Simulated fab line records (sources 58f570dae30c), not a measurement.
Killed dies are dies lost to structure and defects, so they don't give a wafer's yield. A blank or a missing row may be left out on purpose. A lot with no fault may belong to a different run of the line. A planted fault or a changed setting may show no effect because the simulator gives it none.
Which tool is to blame? | flow berkeley-cmos170 | 14 lots, 42 wafers sampled, at 5 steps of a route of 331

## WHAT THE GAUGES READ, wafer by wafer
UCB170_NVT_OVL_MEAS_06. Usual: for NVT_OVL the level is 1 nm and the standard deviation is 5.8.
lot  | measured    | on         | NVT_OVL (nm) | flag
L214 | day 5 14:54 | overlay-01 | 6 -1 5       |
L216 | day 5 13:58 | overlay-01 | -4 1 6       |
L215 | day 5 14:14 | overlay-01 | -1 1 7       |
L217 | day 6 12:19 | overlay-01 | -5 -17 -14   |
L218 | day 6 12:05 | overlay-02 | 16 9 7       |
L219 | day 6 15:33 | overlay-01 | 3 -7 -6      |
L224 | day 8 07:02 | overlay-02 | 15 6 15      |
L225 | day 8 07:26 | overlay-02 | 2 7 10       |
L227 | day 8 11:45 | overlay-01 | 8 7 4        |
L229 | day 9 00:23 | overlay-02 | -1 -1 9      |
L230 | day 9 00:40 | overlay-02 | 8 2 11       |
L233 | day 9 13:26 | overlay-02 | 3 7 2        |
L236 | day 9 18:05 | overlay-02 | -4 2 -5      |
L237 | day 9 18:16 | overlay-02 | 3 -1 -1      |

UCB170_NVT_TW_MEAS_09. Usual: for NVT_TW the level is 520 and the standard deviation is 3.9.
lot  | measured    | on            | NVT_TW      | flag
L214 | day 5 15:13 | film-metro-04 | 515 516 515 |
L216 | day 5 14:15 | film-metro-02 | 524 528 525 |
L215 | day 5 14:32 | film-metro-04 | 513 514 514 |
L217 | day 6 12:36 | film-metro-04 | 513 517 515 |
L218 | day 6 12:23 | film-metro-03 | 518 521 517 |
L219 | day 6 15:50 | film-metro-04 | 516 516 517 |
L224 | day 8 07:20 | film-metro-04 | 457 461 456 | OFF
L225 | day 8 07:44 | film-metro-02 | 460 458 461 | OFF
L227 | day 8 12:02 | film-metro-04 | 524 523 521 |
L229 | day 9 00:40 | film-metro-04 | 519 516 517 |
L230 | day 9 00:58 | film-metro-03 | 520 524 521 |
L233 | day 9 13:52 | film-metro-04 | 520 516 517 |
L236 | day 9 18:23 | film-metro-03 | 518 520 519 |
L237 | day 9 18:33 | film-metro-02 | 525 523 526 |

UCB170_PVT_TW_MEAS_09. Usual: for PVT_TW the level is 505 and the standard deviation is 3.7.
lot  | measured    | on            | PVT_TW      | flag
L214 | day 5 16:42 | film-metro-03 | 512 511 509 |
L216 | day 5 15:53 | film-metro-01 | 508 509 509 |
L215 | day 5 16:10 | film-metro-01 | 512 507 509 |
L217 | day 6 14:57 | film-metro-04 | 501 500 501 |
L218 | day 6 14:15 | film-metro-01 | 506 508 510 |
L219 | day 6 17:53 | film-metro-03 | 506 505 502 |
L224 | day 8 08:56 | film-metro-03 | 502 498 501 |
L225 | day 8 09:29 | film-metro-04 | 505 508 504 |
L227 | day 8 14:23 | film-metro-04 | 503 507 506 |
L229 | day 9 03:52 | film-metro-04 | 503 501 502 |
L230 | day 9 04:02 | film-metro-01 | 514 512 513 |
L233 | day 9 18:13 | film-metro-03 | 506 503 504 |
L236 | day 9 20:39 | film-metro-03 | 506 503 504 |
L237 | day 9 21:04 | film-metro-03 | 504 506 503 |

## WHICH TOOL RAN EACH LOT (tool, then ch and the chambers of the sampled wafers, then the start)
lot  | UCB170_ACTIVE_STRIP_16              | UCB170_NVT_IMPLANT_07
L214 | plasma-asher-04 ch 0,1, day 4 10:59 | implanter-01 ch 0, day 5 14:56
L216 | plasma-asher-02 ch 0,1, day 4 11:13 | implanter-01 ch 0, day 5 14:01
L215 | plasma-asher-04 ch 0,1, day 4 11:19 | implanter-04 ch 0, day 5 14:19
L217 | plasma-asher-02 ch 0,1, day 5 02:58 | implanter-03 ch 0, day 6 12:21
L218 | plasma-asher-03 ch 0,1, day 5 03:01 | implanter-04 ch 0, day 6 12:10
L219 | plasma-asher-04 ch 0,1, day 5 05:53 | implanter-01 ch 0, day 6 15:35
L224 | plasma-asher-02 ch 0,1, day 6 15:56 | implanter-03 ch 0, day 8 07:06
L225 | plasma-asher-04 ch 0,1, day 6 16:16 | implanter-03 ch 0, day 8 07:29
L227 | plasma-asher-04 ch 0,1, day 7 01:11 | implanter-04 ch 0, day 8 11:47
L229 | plasma-asher-03 ch 0,1, day 7 16:13 | implanter-04 ch 0, day 9 00:25
L230 | plasma-asher-02 ch 0,1, day 7 21:41 | implanter-01 ch 0, day 9 00:43
L233 | plasma-asher-02 ch 0,1, day 8 08:10 | implanter-01 ch 0, day 9 13:31
L236 | plasma-asher-03 ch 0,1, day 8 17:49 | implanter-01 ch 0, day 9 18:08
L237 | plasma-asher-02 ch 0,1, day 8 18:20 | implanter-04 ch 0, day 9 18:18
- UCB170_ACTIVE_STRIP_16: strips in O2.
- UCB170_NVT_IMPLANT_07

## AS READ BY THE TOOLS THEMSELVES (means over the sampled wafers that have a number; for cases with no such wafer, the mark the record gives instead)
UCB170_ACTIVE_STRIP_16. Usual: drypump-motor-current-A 5.8 A, standard deviation 0.44; oes-product-au 0.722 a.u., standard deviation 0.0047; strip-time-to-endpoint-s 18.11 s, standard deviation 0.075.
lot  | tool            | drypump-motor-current-A (A) | oes-product-au (a.u.) | strip-time-to-endpoint-s (s) | flag
L214 | plasma-asher-04 | 6.2                         | 0.724                 | 18.20                        |
L216 | plasma-asher-02 | 6.1                         | 0.724                 | 18.08                        |
L215 | plasma-asher-04 | 5.8                         | 0.723                 | 18.14                        |
L217 | plasma-asher-02 | 6.0                         | 0.719                 | 18.06                        |
L218 | plasma-asher-03 | 5.5                         | 0.723                 | 18.05                        |
L219 | plasma-asher-04 | 6.1                         | 0.719                 | 18.16                        |
L224 | plasma-asher-02 | 6.1                         | 0.721                 | 18.11                        |
L225 | plasma-asher-04 | 6.1                         | 0.723                 | 18.07                        |
L227 | plasma-asher-04 | 5.8                         | 0.725                 | 18.02                        |
L229 | plasma-asher-03 | 5.3                         | 0.721                 | 18.08                        |
L230 | plasma-asher-02 | 6.0                         | 0.719                 | 18.19                        |
L233 | plasma-asher-02 | 6.1                         | 0.720                 | 18.14                        |
L236 | plasma-asher-03 | 5.5                         | 0.727                 | 18.10                        |
L237 | plasma-asher-02 | 6.0                         | 0.720                 | 18.13                        |

UCB170_NVT_IMPLANT_07. Usual: dose-ions-cm2 3e+12, standard deviation 3.1e+09; faraday-current-uA 9.50, standard deviation 0.22.
lot  | tool         | dose-ions-cm2 | faraday-current-uA | flag
L214 | implanter-01 | 3e+12         | 9.53               |
L216 | implanter-01 | 3e+12         | 9.37               |
L215 | implanter-04 | 3e+12         | 9.61               |
L217 | implanter-03 | 3e+12         | 9.42               |
L218 | implanter-04 | 3e+12         | 9.33               |
L219 | implanter-01 | 3e+12         | 9.59               |
L224 | implanter-03 | 2e+12         | 6.38               | OFF
L225 | implanter-03 | 2e+12         | 6.37               | OFF
L227 | implanter-04 | 3e+12         | 9.59               |
L229 | implanter-04 | 3e+12         | 9.45               |
L230 | implanter-01 | 3e+12         | 9.56               |
L233 | implanter-01 | 3e+12         | 9.60               |
L236 | implanter-01 | 3e+12         | 9.27               |
L237 | implanter-04 | 3e+12         | 9.62               |

## THE ANSWER, worked out from the rows above alone
Rule: a lot counts as off when the mean over its wafers that have a number is more than 3 standard deviations away from the usual mean. A lot without any number at a reading at which 4 lots or more have one is off too. The other lots that the step has rows for count as sound. After the gauges, taken in route order, come the tools' own readings; for these a lot's mean is taken, as printed above. The first step at which some lot is off is used, and at that step the reading that is off furthest; a lot without a number counts as furthest.
Off: at UCB170_NVT_TW_MEAS_09 (NVT_TW), L224, L225.
A tool fits if, at a process step before that reading, it ran every lot that is off, and no sound lot after the first of them. Not tried: the gauges at UCB170_NVT_TW_MEAS_09; whatever is off there is also off at UCB170_NVT_IMPLANT_07, on other tools, and gauge error can't account for it. One fits: UCB170_NVT_IMPLANT_07 on implanter-03. A fault onset in the window from L217 (day 6 12:21, its last sound lot) to L224 (day 8 07:06, its first lot off) fits.
The tool's own readings at UCB170_NVT_IMPLANT_07 bear it out: on the lots that are off they differ by more than 5 times the standard deviation of the sound lots' means. dose-ions-cm2 reads 2e+12 there against 3e+12 on the sound lots; faraday-current-uA reads 6.38 there against 9.49 on the sound lots.

## WHAT WAS PUT IN BY THE SIMULATOR
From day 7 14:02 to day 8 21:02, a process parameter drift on implanter-03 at UCB170_NVT_IMPLANT_07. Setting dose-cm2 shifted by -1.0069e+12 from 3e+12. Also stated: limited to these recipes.
Lots struck among those shown: L224, L225. The rule given above showed the same thing.
